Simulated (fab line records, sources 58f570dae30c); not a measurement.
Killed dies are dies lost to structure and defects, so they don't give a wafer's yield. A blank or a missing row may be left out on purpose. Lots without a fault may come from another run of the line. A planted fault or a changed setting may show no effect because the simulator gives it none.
fab line records | flow berkeley_cmos170
record lots=14 wafers=42 last_day=11
route steps=331 shown SDANNEAL@204 M1@238 M2@290
lots that met no fault: from a run of the same line without faults
start_h: hours from the record's first day to the start of the lot's first wafer shown | wait_h: hours since the lot's step before | " the same as in the row above | L1.1+2: a row that stands for several wafers | - no value, or no start given | * or withheld: withheld | < > ~ a bound
route shown NAME@n: a module of which the file shows steps, and the number in the route of the first | usual: mean/standard deviation of fault-free wafers | same: alike in all rows | chamber/n: place in a boat | sites: the reading at each site | _std_site: their standard deviation | _edge_site: outer sites' mean less inner sites' | radius_mm: how far each site lies from the wafer's centre | mask NAME#n: copy n | behind: the tool/chamber that last shaped the wafer | hold: why the lot was held/for how many hours/how that ended | device: the transistor (n, p or np) that didn't switch | end of line: the same wafers' tests at the end of the route | a step without rows: its recipe alone | killed: dies lost to structure and defects at the first sort, not the wafer's yield | map: a wafer's dies, x killed, . not, _ none there
set.NAME: the setting as run; set.NAME@STEP: as run at that earlier step | model.NAME: the simulator's own value behind a step, which no gauge read
steps of the route over a sample of lots; a table a step, a row a wafer
services: from which hour (start_h, from the record's first day; less than 0 if before it) a tool's chamber was out of use, for how many hours, and why
## steps
# step UCB170_SDANNEAL_RTA_00
# recipe temp_c=900 time_s=10 ambient=N2
# usual lamp_power_pct=20.84/0.2 wafer_temp_C_max=903.4/0.8
# columns lot.wafer tool chamber start_h wait_h lamp_power_pct wafer_temp_C_max
L253.3 rtp_anneal-02 0 145.30 0.0 21.11 904.4
L253.4 " 0 " " 21.11 904.4
L253.5 " 0 " " 21.09 904.7
L254.1 rtp_anneal-01 0 145.50 0.0 20.68 903.5
L254.2 " 0 " " 20.69 902.9
L254.5 " 0 " " 20.69 903.2
L256.2 rtp_anneal-01 0 163.65 0.0 20.69 902.0
L256.5 " 0 " " 20.69 903.2
L256.6 " 0 " " 20.67 903.0
L260.3 rtp_anneal-02 0 167.30 0.0 21.09 904.0
L260.4 " 0 " " 21.12 902.6
L260.5 " 0 " " 21.11 904.7
L259.2 rtp_anneal-02 0 168.04 0.0 21.11 903.9
L259.5 " 0 " " 21.07 902.9
L259.6 " 0 " " 21.08 903.8
L262.2 rtp_anneal-01 0 190.37 0.0 20.66 903.5
L262.4 " 0 " " 20.65 902.2
L262.5 " 0 " " 20.68 902.8
L263.1 rtp_anneal-01 0 190.61 0.1 20.71 903.1
L263.2 " 0 " " 20.68 904.4
L263.5 " 0 " " 20.65 902.2
L265.1 rtp_anneal-01 0 196.53 0.0 20.67 904.1
L265.4 " 0 " " 20.66 903.7
L265.6 " 0 " " 20.71 903.1
L266.1 rtp_anneal-02 0 205.59 0.0 21.09 905.5
L266.2 " 0 " " 21.13 905.7
L266.3 " 0 " " 21.10 903.8
L270.1 rtp_anneal-02 0 226.66 0.0 21.08 902.9
L270.2 " 0 " " 21.07 902.7
L270.6 " 0 " " 21.10 904.4
L272.2 rtp_anneal-01 0 231.04 0.0 20.66 903.7
L272.5 " 0 " " 20.68 903.1
L272.6 " 0 " " 20.67 902.5
L273.3 rtp_anneal-02 0 231.07 0.0 21.10 904.2
L273.4 " 0 " " 21.11 904.1
L273.5 " 0 " " 21.10 903.1
L276.1 rtp_anneal-02 0 243.45 0.0 21.11 903.7
L276.2 " 0 " " 21.10 904.0
L276.5 " 0 " " 21.08 904.0
L275.1 rtp_anneal-02 0 243.90 0.0 21.09 904.0
L275.2 " 0 " " 21.13 905.4
L275.5 " 0 " " 21.12 903.5
# step UCB170_M1_SPUTTER_00
# recipe material=Al target_thk_nm=600 time_s=80 power_w=6000 chamber_pressure_pa=0.5
# usual throttle_valve_pct=30.3/0.96
# columns lot.wafer tool chamber start_h wait_h throttle_valve_pct
L253.3 pvd_sputter-04 - 154.05 0.0 30.9
L253.4 " - " " 29.9
L253.5 " - " " 28.8
L254.1 pvd_sputter-03 - 154.05 0.0 29.4
L254.2 " - " " 30.2
L254.5 " - " " 29.8
L256.2 pvd_sputter-03 - 169.92 0.0 29.4
L256.5 " - " " 29.5
L256.6 " - " " 29.3
L260.3 pvd_sputter-04 - 173.01 0.0 30.6
L260.4 " - " " 32.4
L260.5 " - " " 32.4
L259.2 pvd_sputter-04 - 174.46 0.0 29.9
L259.5 " - " " 30.0
L259.6 " - " " 32.3
L262.2 pvd_sputter-02 - 197.12 0.0 30.8
L262.4 " - " " 31.2
L262.5 " - " " 30.5
L263.1 pvd_sputter-02 - 197.86 0.0 30.7
L263.2 " - " " 30.5
L263.5 " - " " 30.6
L265.1 pvd_sputter-04 - 202.81 0.0 31.1
L265.4 " - " " 29.8
L265.6 " - " " 30.9
L266.1 pvd_sputter-03 - 213.06 0.0 29.8
L266.2 " - " " 29.4
L266.3 " - " " 29.4
L270.1 pvd_sputter-04 - 233.86 0.0 30.9
L270.2 " - " " 28.8
L270.6 " - " " 29.7
L273.3 pvd_sputter-02 - 242.09 0.0 31.1
L273.4 " - " " 30.4
L273.5 " - " " 31.5
L272.2 pvd_sputter-04 - 242.37 0.0 29.6
L272.5 " - " " 30.0
L272.6 " - " " 31.1
L276.1 pvd_sputter-03 - 248.81 0.0 30.1
L276.2 " - " " 29.1
L276.5 " - " " 30.1
L275.1 pvd_sputter-03 - 250.74 0.0 29.9
L275.2 " - " " 29.4
L275.5 " - " " 30.1
# step UCB170_M1_RS_MEAS_01
# recipe thk_meas_gauge=four-point-probe reads=Al_of_M1_SPUTTER_00
# usual M1_AL_RS=0.0486/0.00049
# columns lot.wafer tool chamber start_h wait_h M1_AL_RS[ohm/sq]
L254.1 film_metro-01 - 154.11 0.0 0.0486
L254.2 " - " " 0.0488
L254.5 " - " " 0.0488
L253.3 film_metro-03 - 154.15 0.1 0.0486
L253.4 " - " " 0.0485
L253.5 " - " " 0.0483
L256.2 film_metro-03 - 170.01 0.1 0.0491
L256.5 " - " " 0.0489
L256.6 " - " " 0.0490
L260.3 film_metro-01 - 173.11 0.1 0.0490
L260.4 " - " " 0.0489
L260.5 " - " " 0.0488
L259.2 film_metro-04 - 174.54 0.1 0.0485
L259.5 " - " " 0.0484
L259.6 " - " " 0.0487
L262.2 film_metro-04 - 197.20 0.1 0.0478
L262.4 " - " " 0.0481
L262.5 " - " " 0.0485
L263.1 film_metro-04 - 197.92 0.0 0.0483
L263.2 " - " " 0.0480
L263.5 " - " " 0.0483
L265.1 film_metro-03 - 202.87 0.0 0.0486
L265.4 " - " " 0.0482
L265.6 " - " " 0.0487
L266.1 film_metro-04 - 213.12 0.0 0.0482
L266.2 " - " " 0.0485
L266.3 " - " " 0.0485
L270.1 film_metro-04 - 233.92 0.0 0.0552
L270.2 " - " " 0.0492
L270.6 " - " " 0.0489
L273.3 film_metro-04 - 242.19 0.1 0.0484
L273.4 " - " " 0.0485
L273.5 " - " " 0.0485
L272.2 film_metro-03 - 242.45 0.1 0.0473
L272.5 " - " " 0.0472
L272.6 " - " " 0.0533
L276.1 film_metro-01 - 248.88 0.0 0.0480
L276.2 " - " " 0.0476
L276.5 " - " " 0.0480
L275.1 film_metro-03 - 250.81 0.0 0.0486
L275.2 " - " " 0.0484
L275.5 " - " " 0.0489
# step UCB170_M1_THK_MEAS_02
# recipe thk_meas_gauge=xrf reads=Al_of_M1_SPUTTER_00
# usual M1_AL_THK=596/6.2
# columns lot.wafer tool chamber start_h wait_h M1_AL_THK[nm]
L254.1 film_metro-01 - 154.23 0.1 601
L254.2 " - " " 597
L254.5 " - " " 598
L253.3 film_metro-03 - 154.25 0.1 594
L253.4 " - " " 592
L253.5 " - " " 594
L256.2 film_metro-03 - 170.12 0.1 591
L256.5 " - " " 591
L256.6 " - " " 592
L260.3 film_metro-01 - 173.21 0.1 593
L260.4 " - " " 592
L260.5 " - " " 598
L259.2 film_metro-04 - 174.65 0.1 595
L259.5 " - " " 598
L259.6 " - " " 595
L262.2 film_metro-04 - 197.31 0.1 601
L262.4 " - " " 603
L262.5 " - " " 596
L263.1 film_metro-04 - 198.04 0.1 599
L263.2 " - " " 602
L263.5 " - " " 601
L265.1 film_metro-03 - 202.99 0.1 597
L265.4 " - " " 600
L265.6 " - " " 595
L266.1 film_metro-04 - 213.24 0.1 605
L266.2 " - " " 594
L266.3 " - " " 598
L270.1 film_metro-04 - 234.04 0.1 526
L270.2 " - " " 589
L270.6 " - " " 594
L273.3 film_metro-04 - 242.29 0.1 593
L273.4 " - " " 594
L273.5 " - " " 591
L272.2 film_metro-03 - 242.56 0.1 612
L272.5 " - " " 613
L272.6 " - " " 544
L276.1 film_metro-01 - 249.00 0.1 604
L276.2 " - " " 608
L276.5 " - " " 604
L275.1 film_metro-03 - 250.93 0.1 595
L275.2 " - " " 596
L275.5 " - " " 588
# step UCB170_M1_METAL_ETCH_12
# recipe chemistry=Cl2/BCl3 target=Al stop_on=PSG pressure_mtorr=12 target_depth_a=7800 over_etch_frac=0.3 time_s=130 icp_w=600 bias_w=120 Cl2_flow_sccm=90 bcl3_flow_sccm=45
# usual drypump_motor_current_A=5.5/0.41 oes_product_au=0.864/0.014 throttle_valve_pct=24.46/0.22
# same over_etch_frac=0.3
# columns lot.wafer tool chamber start_h wait_h drypump_motor_current_A oes_product_au rf_hours_counter_h throttle_valve_pct
L254.1 rie_metal-03 1 155.75 - 6.1 0.846 6 24.27
L254.2 " 0 " " 5.4 0.837 17 24.49
L254.5 " 1 " " 6.2 0.839 - 24.26
L253.3 rie_metal-04 1 156.00 - 5.7 0.867 - 24.32
L253.4 " 0 " " 5.1 0.860 - 24.75
L253.5 " 1 " " 5.7 0.879 - 24.32
L256.2 rie_metal-04 1 171.33 - 5.7 0.875 3 24.33
L256.5 " 1 " " 5.7 0.863 - 24.32
L256.6 " 0 " " 5.2 0.850 - 24.76
L260.3 rie_metal-03 1 174.46 - 6.1 0.844 - 24.27
L260.4 " 0 " " 5.4 0.840 - 24.50
L260.5 " 1 " " 6.2 0.842 - 24.24
L259.2 rie_metal-04 0 175.92 - 5.1 0.857 9 24.75
L259.5 " 1 " " 5.7 0.869 - 24.33
L259.6 " 0 " " 5.1 0.846 - 24.75
L262.2 rie_metal-01 0 198.79 - 5.9 0.883 11 24.71
L262.4 " 0 " " 5.9 0.880 - 24.71
L262.5 " 1 " " 5.0 0.876 - 24.21
L263.1 rie_metal-03 1 199.51 - 6.1 0.856 7 24.28
L263.2 " 1 " " 6.1 0.857 - 24.26
L263.5 " 1 " " 6.1 0.850 - 24.25
L265.1 rie_metal-04 0 204.32 - 5.1 0.860 10 24.75
L265.4 " 1 " " 5.8 0.879 - 24.32
L265.6 " 0 " " 5.1 0.864 - 24.76
L266.1 rie_metal-04 0 216.25 - 5.1 0.857 10 24.73
L266.2 " 1 " " 5.7 0.871 5 24.33
L266.3 " 1 " " 5.7 0.867 - 24.34
L270.1 rie_metal-04 0 235.33 - 5.1 0.800 11 24.77
L270.2 " 1 " " 5.7 0.855 5 24.33
L270.6 " 0 " " 5.1 0.852 - 24.76
L273.3 rie_metal-01 0 243.42 - 5.9 0.874 - 24.72
L273.4 " 1 " " 5.0 0.878 - 24.21
L273.5 " 0 " " 5.9 0.878 - 24.71
L272.2 rie_metal-04 1 243.77 - 5.8 0.879 5 24.33
L272.5 " 0 " " 5.1 0.872 - 24.73
L272.6 " 1 " " 5.7 0.826 - 24.33
L276.1 rie_metal-01 0 250.10 - 5.9 0.887 12 24.71
L276.2 " 1 " " 5.0 0.888 9 24.22
L276.5 " 1 " " 5.0 0.874 - 24.22
L275.1 rie_metal-01 0 252.36 - 5.9 0.872 12 24.70
L275.2 " 1 " " 5.0 0.879 9 24.23
L275.5 " 0 " " 5.9 0.881 - 24.71
# step UCB170_M1_CD_MEAS_90
# recipe target_cd_nm=700
# usual cd_nm=700.7/2.5
# columns lot.wafer tool chamber start_h wait_h cd_nm
L254.1 cd_sem-02 - 155.99 0.1 701.1
L254.2 " - " " 701.1
L254.5 " - " " 703.2
L253.3 cd_sem-01 - 156.23 0.1 699.5
L253.4 " - " " 698.1
L253.5 " - " " 698.7
L256.2 cd_sem-01 - 171.58 0.1 702.0
L256.5 " - " " 701.8
L256.6 " - " " 699.8
L260.3 cd_sem-02 - 174.69 0.1 701.2
L260.4 " - " " 697.5
L260.5 " - " " 699.1
L259.2 cd_sem-02 - 176.17 0.1 704.3
L259.5 " - " " 705.2
L259.6 " - " " 703.5
L262.2 cd_sem-01 - 199.04 0.1 699.5
L262.4 " - " " 699.9
L262.5 " - " " 700.9
L263.1 cd_sem-01 - 199.88 0.1 704.8
L263.2 " - " " 702.3
L263.5 " - " " 702.8
L265.1 cd_sem-01 - 204.55 0.1 699.3
L265.4 " - " " 698.8
L265.6 " - " " 698.8
L266.1 cd_sem-01 - 216.48 0.1 699.3
L266.2 " - " " 700.1
L266.3 " - " " 702.0
L270.1 cd_sem-01 - 235.68 0.2 701.6
L270.2 " - " " 701.0
L270.6 " - " " 699.1
L273.3 cd_sem-01 - 243.65 0.1 697.6
L273.4 " - " " 697.0
L273.5 " - " " 694.4
L272.2 cd_sem-02 - 244.03 0.1 701.1
L272.5 " - " " 699.2
L272.6 " - " " 700.5
L276.1 cd_sem-01 - 250.33 0.1 698.5
L276.2 " - " " 698.7
L276.5 " - " " 699.3
L275.1 cd_sem-02 - 252.59 0.1 697.2
L275.2 " - " " 697.0
L275.5 " - " " 695.8
# step UCB170_M2_STRIP_19
# recipe chemistry=O2 power_w=400 pressure_mtorr=3500 platen_temp_c=withheld o2_flow_sccm=400 overash_fraction=0.5
# usual drypump_motor_current_A=5.9/0.44 o2_flow_sccm=400.2/1.2 oes_product_au=0.534/0.012
# columns lot.wafer tool chamber start_h wait_h drypump_motor_current_A o2_flow_sccm oes_product_au rf_hours_counter_h
L253.3 plasma_asher-03 1 165.28 0.1 5.3 400.9 0.517 -
L253.4 " 0 " " 6.4 399.0 0.533 -
L253.5 " 0 " " 6.4 400.7 0.526 -
L254.1 plasma_asher-01 1 165.88 0.1 5.7 401.0 0.510 5
L254.2 " 0 " " 6.5 399.3 0.527 5
L254.5 " 0 " " 6.4 397.8 0.527 -
L260.3 plasma_asher-03 1 186.24 0.1 5.2 400.0 0.538 -
L260.4 " 0 " " 6.4 399.9 0.520 -
L260.5 " 0 " " 6.4 400.7 0.531 -
L256.2 plasma_asher-04 1 186.48 0.1 5.7 398.6 0.538 33
L256.5 " 1 " " 5.7 400.4 0.545 -
L256.6 " 0 " " 5.8 399.7 0.537 -
L259.2 plasma_asher-03 1 186.85 0.2 5.3 400.9 0.544 50
L259.5 " 1 " " 5.3 400.4 0.534 -
L259.6 " 0 " " 6.4 398.5 0.543 -
L262.2 plasma_asher-01 1 207.73 0.1 5.7 401.4 0.518 10
L262.4 " 0 " " 6.5 400.4 0.541 -
L262.5 " 1 " " 5.6 401.2 0.522 -
L263.1 plasma_asher-01 0 208.16 0.3 6.5 400.4 0.526 11
L263.2 " 1 " " 5.7 397.7 0.531 11
L263.5 " 1 " " 5.7 397.8 0.537 -
L265.1 plasma_asher-04 1 214.27 0.1 5.7 400.9 0.533 37
L265.4 " 0 " " 5.8 397.0 0.549 -
L265.6 " 1 " " 5.7 400.2 0.543 -
L266.1 plasma_asher-04 1 225.45 0.1 5.7 402.1 0.529 38
L266.2 " 0 " " 5.8 398.4 0.539 38
L266.3 " 1 " " 5.7 402.9 0.539 -
L270.1 plasma_asher-04 1 247.63 0.1 5.7 400.3 0.557 40
L270.2 " 0 " " 5.8 402.8 0.511 40
L270.6 " 1 " " 5.7 401.9 0.518 -
L273.3 plasma_asher-01 1 261.63 0.1 5.7 397.9 0.557 -
L273.4 " 0 " " 6.4 399.6 0.551 -
L273.5 " 0 " " 6.4 401.8 0.548 -
L272.2 plasma_asher-03 0 262.15 0.1 6.4 402.5 0.527 59
L272.5 " 0 " " 6.4 400.9 0.536 -
L272.6 " 1 " " 5.3 401.8 0.535 -
L276.1 plasma_asher-03 1 262.60 0.1 5.3 401.1 0.546 59
L276.2 " 0 " " 6.4 399.2 0.558 59
L276.5 " 1 " " 5.3 400.6 0.547 -
L275.1 plasma_asher-03 1 262.87 0.1 5.3 400.2 0.535 59
L275.2 " 0 " " 6.5 400.8 0.529 59
L275.5 " 0 " " 6.4 399.9 0.545 -
## services
# columns tool chamber start_h hours kind
rie_metal-01 - 159.21 1.4 pm
plasma_asher-04 - 179.09 1.3 repair
pvd_sputter-03 - 185.41 2.3 repair
plasma_asher-04 - 187.54 2.3 repair
rtp_anneal-02 - 189.52 13.5 pm
rie_metal-03 0 199.45 - clean
rie_metal-03 0 199.45 17.7 scheduled_down
rie_metal-03 0 199.45 17.7 vent_cycle
pvd_sputter-02 3 204.91 - consumable_replace:kit
pvd_sputter-02 3 204.91 18.0 scheduled_down
pvd_sputter-02 3 204.91 18.0 vent_cycle
rtp_anneal-02 - 228.27 0.8 pm
pvd_sputter-02 - 233.42 4.1 repair
## key
first_sign step=UCB170_M1_RS_MEAS_01 reading=M1_AL_RS direction=up sigmas=12 usual=0.0486 struck=0.0543
effect step=UCB170_M1_THK_MEAS_02 reading=M1_AL_THK direction=down sigmas=9.8 usual=596 struck=535
effect step=UCB170_M1_METAL_ETCH_12 reading=oes_product_au direction=down sigmas=3.6 usual=0.864 struck=0.813
met_at UCB170_M1_SPUTTER_00
struck_lots L270,L272
struck_wafers L270.1,L272.6
not_acting_at UCB170_SDANNEAL_RTA_00,UCB170_M1_CD_MEAS_90,UCB170_M2_STRIP_19
onset_between 202.81 233.86
fault kind=process_parameter_drift tool=pvd_sputter-04 chamber=- onset_h=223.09 steps=UCB170_M1_SPUTTER_00 channel=target_thk_nm offset=-60 shape=step end_h=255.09 acts_in=these_recipes_only stated=600 scope=struck_wafers_only
